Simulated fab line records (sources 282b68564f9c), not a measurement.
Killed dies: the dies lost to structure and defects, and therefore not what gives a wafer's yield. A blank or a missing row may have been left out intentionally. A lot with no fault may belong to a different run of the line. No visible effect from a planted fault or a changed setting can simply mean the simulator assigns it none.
Which tool is to blame? :: flow rit-cmos :: 16 lots with 48 wafers sampled at 2 steps, on a route of 202 steps

== WHAT EACH GAUGE READ, for each wafer ==
RIT_NLDD_OVL_MEAS_06. Usual: for NLDD_OVL the level is -0.7 nm and the standard deviation is 1.6.
lot: L347
measured: day 2 19:47
on: overlay-01
NLDD_OVL (nm): -4.0 -3.2 -1.9
flag: 

lot: L349
measured: day 3 03:01
on: overlay-01
NLDD_OVL (nm): 0.5 -0.9 -0.9
flag: 

lot: L350
measured: day 3 09:54
on: overlay-01
NLDD_OVL (nm): -2.3 -1.8 -2.5
flag: 

lot: L351
measured: day 3 13:14
on: overlay-01
NLDD_OVL (nm): -3.1 -4.0 -2.8
flag: 

lot: L352
measured: day 3 19:04
on: overlay-01
NLDD_OVL (nm): -0.5 -0.9 1.2
flag: 

lot: L353
measured: day 4 01:33
on: overlay-01
NLDD_OVL (nm): -0.3 -1.8 -0.7
flag: 

lot: L354
measured: day 4 06:46
on: overlay-01
NLDD_OVL (nm): 1.6 1.4 1.1
flag: 

lot: L355
measured: day 4 14:14
on: overlay-02
NLDD_OVL (nm): -300.1 -302.7 -301.6
flag: OFF

lot: L356
measured: day 4 16:22
on: overlay-02
NLDD_OVL (nm): -301.5 -299.9 -302.7
flag: OFF

lot: L357
measured: day 4 20:50
on: overlay-02
NLDD_OVL (nm): -301.6 -301.9 -302.0
flag: OFF

lot: L358
measured: day 5 02:01
on: overlay-01
NLDD_OVL (nm): -301.1 -301.6 -299.9
flag: OFF

lot: L359
measured: day 5 06:51
on: overlay-01
NLDD_OVL (nm): 0.7 0.6 0.3
flag: 

lot: L360
measured: day 5 11:51
on: overlay-01
NLDD_OVL (nm): 0.7 1.6 1.4
flag: 

lot: L364
measured: day 6 07:16
on: overlay-02
NLDD_OVL (nm): 0.4 0.7 0.7
flag: 

lot: L368
measured: day 7 02:41
on: overlay-01
NLDD_OVL (nm): 0.8 0.6 1.0
flag: 

lot: L370
measured: day 7 18:39
on: overlay-02
NLDD_OVL (nm): -0.8 -1.5 -0.3
flag: 

== WHICH TOOL RAN EACH LOT (tool, then ch and the chambers of the sampled wafers, then the start) ==
lot: L347
RIT_NLDD_EXPOSE_03: iline-stepper-02 ch 0, day 2 19:24

lot: L349
RIT_NLDD_EXPOSE_03: iline-stepper-01 ch 0, day 3 02:37

lot: L350
RIT_NLDD_EXPOSE_03: iline-stepper-01 ch 0, day 3 09:30

lot: L351
RIT_NLDD_EXPOSE_03: iline-stepper-02 ch 0, day 3 12:50

lot: L352
RIT_NLDD_EXPOSE_03: iline-stepper-01 ch 0, day 3 18:40

lot: L353
RIT_NLDD_EXPOSE_03: iline-stepper-01 ch 0, day 4 00:56

lot: L354
RIT_NLDD_EXPOSE_03: iline-stepper-02 ch 0, day 4 06:23

lot: L355
RIT_NLDD_EXPOSE_03: iline-stepper-01 ch 0, day 4 13:52

lot: L356
RIT_NLDD_EXPOSE_03: iline-stepper-01 ch 0, day 4 15:59

lot: L357
RIT_NLDD_EXPOSE_03: iline-stepper-01 ch 0, day 4 20:26

lot: L358
RIT_NLDD_EXPOSE_03: iline-stepper-01 ch 0, day 5 01:37

lot: L359
RIT_NLDD_EXPOSE_03: iline-stepper-02 ch 0, day 5 06:27

lot: L360
RIT_NLDD_EXPOSE_03: iline-stepper-02 ch 0, day 5 11:27

lot: L364
RIT_NLDD_EXPOSE_03: iline-stepper-02 ch 0, day 6 06:52

lot: L368
RIT_NLDD_EXPOSE_03: iline-stepper-02 ch 0, day 7 02:19

lot: L370
RIT_NLDD_EXPOSE_03: iline-stepper-02 ch 0, day 7 18:16
- RIT_NLDD_EXPOSE_03: exposes mask M7, target cd 40700 nm.

== AS READ BY THE TOOLS THEMSELVES (means over the sampled wafers that have a number; for cases with no such wafer, the mark the record gives instead) ==
RIT_NLDD_EXPOSE_03. Usual: reticle-temp-C 23.02 C, standard deviation 0.11; stage-vel-mm-s 499.99 mm/s, standard deviation 0.22.
lot: L347
tool: iline-stepper-02
reticle-temp-C (C): 23.01
stage-vel-mm-s (mm/s): 499.99
flag: 

lot: L349
tool: iline-stepper-01
reticle-temp-C (C): 23.09
stage-vel-mm-s (mm/s): 500.03
flag: 

lot: L350
tool: iline-stepper-01
reticle-temp-C (C): 22.99
stage-vel-mm-s (mm/s): 500.00
flag: 

lot: L351
tool: iline-stepper-02
reticle-temp-C (C): 22.88
stage-vel-mm-s (mm/s): 500.32
flag: 

lot: L352
tool: iline-stepper-01
reticle-temp-C (C): 23.03
stage-vel-mm-s (mm/s): 500.25
flag: 

lot: L353
tool: iline-stepper-01
reticle-temp-C (C): 23.09
stage-vel-mm-s (mm/s): 499.94
flag: 

lot: L354
tool: iline-stepper-02
reticle-temp-C (C): 22.83
stage-vel-mm-s (mm/s): 500.24
flag: 

lot: L355
tool: iline-stepper-01
reticle-temp-C (C): 23.06
stage-vel-mm-s (mm/s): 499.87
flag: 

lot: L356
tool: iline-stepper-01
reticle-temp-C (C): 23.14
stage-vel-mm-s (mm/s): 499.86
flag: 

lot: L357
tool: iline-stepper-01
reticle-temp-C (C): 23.00
stage-vel-mm-s (mm/s): 499.97
flag: 

lot: L358
tool: iline-stepper-01
reticle-temp-C (C): 22.93
stage-vel-mm-s (mm/s): 500.13
flag: 

lot: L359
tool: iline-stepper-02
reticle-temp-C (C): 23.05
stage-vel-mm-s (mm/s): 499.91
flag: 

lot: L360
tool: iline-stepper-02
reticle-temp-C (C): 22.89
stage-vel-mm-s (mm/s): 500.17
flag: 

lot: L364
tool: iline-stepper-02
reticle-temp-C (C): 22.99
stage-vel-mm-s (mm/s): 500.04
flag: 

lot: L368
tool: iline-stepper-02
reticle-temp-C (C): 22.95
stage-vel-mm-s (mm/s): 500.15
flag: 

lot: L370
tool: iline-stepper-02
reticle-temp-C (C): 23.06
stage-vel-mm-s (mm/s): 499.89
flag: 

== THE ANSWER, worked out from the rows above alone ==
Rule: take the mean of a lot's wafers that have a number; if it is more than 3 standard deviations from the usual mean, the lot is off. Also off: a lot with no number at a reading for which 4 or more lots have one. Where the step has rows for the other lots, those lots are counted as sound. Order of review: gauges by route order, followed by the tools' own readings, for which a lot's mean as printed above is used. The first step at which some lot is off is used, and at that step the reading that is off furthest; a lot without a number counts as furthest.
Off: L355, L356, L357, L358, at RIT_NLDD_OVL_MEAS_06 (NLDD_OVL).
If a tool, at a process step before that reading, ran all the lots that are off and no sound lot after the first of them, it fits. Gauges at RIT_NLDD_OVL_MEAS_06: tried the same way as those tools. One candidate fits, namely iline-stepper-01 at RIT_NLDD_EXPOSE_03. A fault onset in the window from L353 (day 4 00:56, its last sound lot) to L355 (day 4 13:52, its first lot off) fits.

== WHAT THE SIMULATOR HAD PUT IN ==
Scanner matching overlay: iline-stepper-01, from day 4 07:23 on, at RIT_NLDD_EXPOSE_03. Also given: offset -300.
Lots struck among those shown: L355, L356, L357, L358. Same finding as the rule above.
